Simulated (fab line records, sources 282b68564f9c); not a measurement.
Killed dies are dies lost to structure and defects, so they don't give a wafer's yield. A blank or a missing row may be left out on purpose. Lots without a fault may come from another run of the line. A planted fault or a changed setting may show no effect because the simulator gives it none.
Which tool did it? | flow rit_cmos | 7 lots, 21 wafers sampled, at 2 steps of a route of 202

WHAT THE GAUGES READ, wafer by wafer
RIT_WELLDRIVE_RS_MEAS_01: measures by four-point-probe.
lot  | measured    | on            | NWELL_RS (ohm/sq)
L842 | day 2 13:43 | film_metro-02 | 276.7 277.2 275.7
L844 | day 3 01:01 | film_metro-03 | 276.9 276.2 277.0
L847 | day 3 14:37 | film_metro-04 | 275.3 274.8 275.7
L849 | day 4 02:22 | film_metro-03 | 275.1 274.9 275.1
L851 | day 4 12:05 | film_metro-03 | 276.1 276.6 276.6
L853 | day 5 00:50 | film_metro-03 | 262.0 261.4 261.3
L859 | day 6 02:44 | film_metro-02 | 275.8 275.0 275.9

WHICH TOOL RAN EACH LOT (tool, then ch and the chambers of the sampled wafers, then the start)
lot  | RIT_WELLDRIVE_ANNEAL_00
L842 | furnace-04 ch 0, day 2 08:38
L844 | furnace-03 ch 0, day 2 19:55
L847 | furnace-03 ch 0, day 3 09:32
L849 | furnace-01 ch 0, day 3 21:16
L851 | furnace-01 ch 0, day 4 06:58
L853 | furnace-03 ch 0, day 4 19:41
L859 | furnace-01 ch 0, day 5 21:36
- RIT_WELLDRIVE_ANNEAL_00: time 14700 s.

THE ANSWER, worked out from the rows above alone
Rule: what is usual is taken from the lots themselves. Put in order of their means at a reading, lots are off if they are a third of the lots or fewer, leave a main group of 4 or more, and stand apart from it by a gap of 3 or more times the standard deviation of the main group's means; of several such gaps the widest counts. A main group whose means are all the same, to the digits that the tables above print for the reading, isn't used. A lot without any number at a reading at which 4 lots or more have one is off too. The other lots that the step has rows for count as sound.
Off: L853, at RIT_WELLDRIVE_RS_MEAS_01 (NWELL_RS). The main group: mean 275.9 ohm/sq, standard deviation 0.66.
A tool fits if, at a process step before that reading, it ran every lot that is off, and no sound lot after the first of them. The gauges at RIT_WELLDRIVE_RS_MEAS_01 are tried like those tools. Can't be told from this: 2 tools fit, furnace-03 at RIT_WELLDRIVE_ANNEAL_00, film_metro-03 at RIT_WELLDRIVE_RS_MEAS_01.

WHAT THE SIMULATOR HAD PUT IN
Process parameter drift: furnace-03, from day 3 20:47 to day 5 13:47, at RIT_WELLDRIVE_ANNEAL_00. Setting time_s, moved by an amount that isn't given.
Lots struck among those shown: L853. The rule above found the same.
